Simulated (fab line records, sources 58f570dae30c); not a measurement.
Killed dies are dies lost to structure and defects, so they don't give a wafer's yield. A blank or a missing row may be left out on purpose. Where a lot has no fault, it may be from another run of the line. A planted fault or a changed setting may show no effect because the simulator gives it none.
Split-lot study || flow berkeley-cmos170 || route with 331 steps; 5 lots, 23 wafers read

ABOUT THE SPLIT
At UCB170_PLDD_COAT_01 (resist thk 900 nm), the setting resist-thk-nm was moved away from the recipe's 900 nm on 9 of the 23 wafers read, by -2.7% to +4.5%. This setting was run at the recipe's value on the other wafers.

The split's own step is where the reading is taken.

THE READING
KrF_of_PLDD_COAT_01.thk-nm (the simulator's own value, which no gauge read), in nm, at UCB170_PLDD_COAT_01 (resist thk 900 nm). The file gives no usual value for it. The 14 wafers here that ran the recipe average 898.9 nm, standard deviation 1.7 nm.

{"wafer": "L076.1", "tool, chamber at the split": "litho-track-03, 0", "resist-thk-nm as run, nm": 923.5, "against the recipe": "+2.6%", "KrF_of_PLDD_COAT_01.thk-nm, nm": 925.7, "against lot-mates on the recipe": "+26.2"}
{"wafer": "L076.2", "tool, chamber at the split": "litho-track-03, 0", "resist-thk-nm as run, nm": 900, "against the recipe": "recipe", "KrF_of_PLDD_COAT_01.thk-nm, nm": 901, "against lot-mates on the recipe": "-"}
{"wafer": "L076.4", "tool, chamber at the split": "litho-track-03, 0", "resist-thk-nm as run, nm": 900, "against the recipe": "recipe", "KrF_of_PLDD_COAT_01.thk-nm, nm": 899.3, "against lot-mates on the recipe": "-"}
{"wafer": "L076.5", "tool, chamber at the split": "litho-track-03, 0", "resist-thk-nm as run, nm": 923.5, "against the recipe": "+2.6%", "KrF_of_PLDD_COAT_01.thk-nm, nm": 924.2, "against lot-mates on the recipe": "+24.7"}
{"wafer": "L076.6", "tool, chamber at the split": "litho-track-03, 0", "resist-thk-nm as run, nm": 900, "against the recipe": "recipe", "KrF_of_PLDD_COAT_01.thk-nm, nm": 898.2, "against lot-mates on the recipe": "-"}
{"wafer": "L078.1", "tool, chamber at the split": "litho-track-02, 0", "resist-thk-nm as run, nm": 900, "against the recipe": "recipe", "KrF_of_PLDD_COAT_01.thk-nm, nm": 898.1, "against lot-mates on the recipe": "-"}
{"wafer": "L078.3", "tool, chamber at the split": "litho-track-02, 0", "resist-thk-nm as run, nm": 876.6, "against the recipe": "-2.6%", "KrF_of_PLDD_COAT_01.thk-nm, nm": 875.3, "against lot-mates on the recipe": -23.1}
{"wafer": "L078.4", "tool, chamber at the split": "litho-track-02, 0", "resist-thk-nm as run, nm": 876.6, "against the recipe": "-2.6%", "KrF_of_PLDD_COAT_01.thk-nm, nm": 877.5, "against lot-mates on the recipe": -20.9}
{"wafer": "L078.5", "tool, chamber at the split": "litho-track-02, 0", "resist-thk-nm as run, nm": 900, "against the recipe": "recipe", "KrF_of_PLDD_COAT_01.thk-nm, nm": 898.6, "against lot-mates on the recipe": "-"}
{"wafer": "L078.6", "tool, chamber at the split": "litho-track-02, 0", "resist-thk-nm as run, nm": 876.6, "against the recipe": "-2.6%", "KrF_of_PLDD_COAT_01.thk-nm, nm": 874.6, "against lot-mates on the recipe": -23.8}
{"wafer": "L082.1", "tool, chamber at the split": "litho-track-02, 0", "resist-thk-nm as run, nm": 900, "against the recipe": "recipe", "KrF_of_PLDD_COAT_01.thk-nm, nm": 896.3, "against lot-mates on the recipe": "-"}
{"wafer": "L082.2", "tool, chamber at the split": "litho-track-02, 0", "resist-thk-nm as run, nm": 940.5, "against the recipe": "+4.5%", "KrF_of_PLDD_COAT_01.thk-nm, nm": 938.2, "against lot-mates on the recipe": "+40.8"}
{"wafer": "L082.3", "tool, chamber at the split": "litho-track-02, 0", "resist-thk-nm as run, nm": 940.5, "against the recipe": "+4.5%", "KrF_of_PLDD_COAT_01.thk-nm, nm": 938.1, "against lot-mates on the recipe": "+40.7"}
{"wafer": "L082.4", "tool, chamber at the split": "litho-track-02, 0", "resist-thk-nm as run, nm": 900, "against the recipe": "recipe", "KrF_of_PLDD_COAT_01.thk-nm, nm": 897.3, "against lot-mates on the recipe": "-"}
{"wafer": "L082.5", "tool, chamber at the split": "litho-track-02, 0", "resist-thk-nm as run, nm": 900, "against the recipe": "recipe", "KrF_of_PLDD_COAT_01.thk-nm, nm": 898.7, "against lot-mates on the recipe": "-"}
{"wafer": "L083.1", "tool, chamber at the split": "litho-track-04, 0", "resist-thk-nm as run, nm": 900, "against the recipe": "recipe", "KrF_of_PLDD_COAT_01.thk-nm, nm": 901.2, "against lot-mates on the recipe": "-"}
{"wafer": "L083.2", "tool, chamber at the split": "litho-track-04, 0", "resist-thk-nm as run, nm": 900, "against the recipe": "recipe", "KrF_of_PLDD_COAT_01.thk-nm, nm": 902.7, "against lot-mates on the recipe": "-"}
{"wafer": "L083.3", "tool, chamber at the split": "litho-track-04, 0", "resist-thk-nm as run, nm": 875.7, "against the recipe": "-2.7%", "KrF_of_PLDD_COAT_01.thk-nm, nm": 875.6, "against lot-mates on the recipe": -25.2}
{"wafer": "L083.5", "tool, chamber at the split": "litho-track-04, 0", "resist-thk-nm as run, nm": 900, "against the recipe": "recipe", "KrF_of_PLDD_COAT_01.thk-nm, nm": 898.4, "against lot-mates on the recipe": "-"}
{"wafer": "L083.6", "tool, chamber at the split": "litho-track-04, 0", "resist-thk-nm as run, nm": 875.7, "against the recipe": "-2.7%", "KrF_of_PLDD_COAT_01.thk-nm, nm": 877.5, "against lot-mates on the recipe": -23.3}
{"wafer": "L084.1", "tool, chamber at the split": "litho-track-02, 0", "resist-thk-nm as run, nm": 900, "against the recipe": "recipe", "KrF_of_PLDD_COAT_01.thk-nm, nm": 898.1, "against lot-mates on the recipe": "-"}
{"wafer": "L084.3", "tool, chamber at the split": "litho-track-02, 0", "resist-thk-nm as run, nm": 900, "against the recipe": "recipe", "KrF_of_PLDD_COAT_01.thk-nm, nm": 896.8, "against lot-mates on the recipe": "-"}
{"wafer": "L084.6", "tool, chamber at the split": "litho-track-02, 0", "resist-thk-nm as run, nm": 900, "against the recipe": "recipe", "KrF_of_PLDD_COAT_01.thk-nm, nm": 900, "against lot-mates on the recipe": "-"}

THE FIT
A straight line over all 23 wafers: KrF_of_PLDD_COAT_01.thk-nm changes by +8.87 nm for each +1% of resist-thk-nm; r = +1.00; the points scatter about the line by 1.8 nm.
The same after taking each lot's own level away (the mean of its wafers on the recipe; 23 wafers): +9.05 nm for each +1%; r = +1.00; scatter 1.3 nm.
According to that fit, moving resist-thk-nm by its largest amount changes the reading by 41 nm.
From 897.43 to 900.77 nm: that is the span of the lots' own levels, equal to 1.9 times the standard deviation above.
Consequently the slope shifts little with the lot-to-lot level, the two slopes agreeing.
Check: for one of the wafers moved furthest among these (+4.5%), held out of the fit, the line's prediction against its lot-mates is +41.1 nm. It came out at +40.8 nm against them.

OTHER SPLITS APPLIED TO THESE WAFERS
Note: prior to the reading, these wafers also went through further splits. Each is held against what the fit with the lots' levels taken away leaves over:
{"other split on the same wafers": "UCB170_START_OXIDATION_02 ox-time-s", "wafers away from the commonest value": 10, "r with KrF_of_PLDD_COAT_01.thk-nm (lot level and that fit taken away)": "+0.13"}
{"other split on the same wafers": "UCB170_NWELL_OXIDATION_01 temp-c", "wafers away from the commonest value": 18, "r with KrF_of_PLDD_COAT_01.thk-nm (lot level and that fit taken away)": "+0.05"}
{"other split on the same wafers": "UCB170_PWELL_COAT_08 resist-thk-nm", "wafers away from the commonest value": 7, "r with KrF_of_PLDD_COAT_01.thk-nm (lot level and that fit taken away)": -0.08}
{"other split on the same wafers": "UCB170_PWELL_ETCH_14 over-etch-frac", "wafers away from the commonest value": 7, "r with KrF_of_PLDD_COAT_01.thk-nm (lot level and that fit taken away)": "+0.00"}
{"other split on the same wafers": "UCB170_ACTIVE_CVD_05 sih2cl2-flow-sccm", "wafers away from the commonest value": 5, "r with KrF_of_PLDD_COAT_01.thk-nm (lot level and that fit taken away)": "+0.09"}
{"other split on the same wafers": "UCB170_ACTIVE_DEVELOP_12 dev-temp-c", "wafers away from the commonest value": 11, "r with KrF_of_PLDD_COAT_01.thk-nm (lot level and that fit taken away)": -0.02}
{"other split on the same wafers": "UCB170_SACOX_OXIDATION_01 temp-c", "wafers away from the commonest value": 10, "r with KrF_of_PLDD_COAT_01.thk-nm (lot level and that fit taken away)": "+0.07"}
{"other split on the same wafers": "UCB170_SCREENOX_OXIDATION_01 temp-c", "wafers away from the commonest value": 15, "r with KrF_of_PLDD_COAT_01.thk-nm (lot level and that fit taken away)": -0.11}
{"other split on the same wafers": "UCB170_PVT_STRIP_08 o2-flow-sccm", "wafers away from the commonest value": 8, "r with KrF_of_PLDD_COAT_01.thk-nm (lot level and that fit taken away)": "+0.10"}

FILE'S OWN FIT
KrF_of_PLDD_COAT_01.thk-nm changes by +9.09 nm for each +1% of resist-thk-nm, r = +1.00.
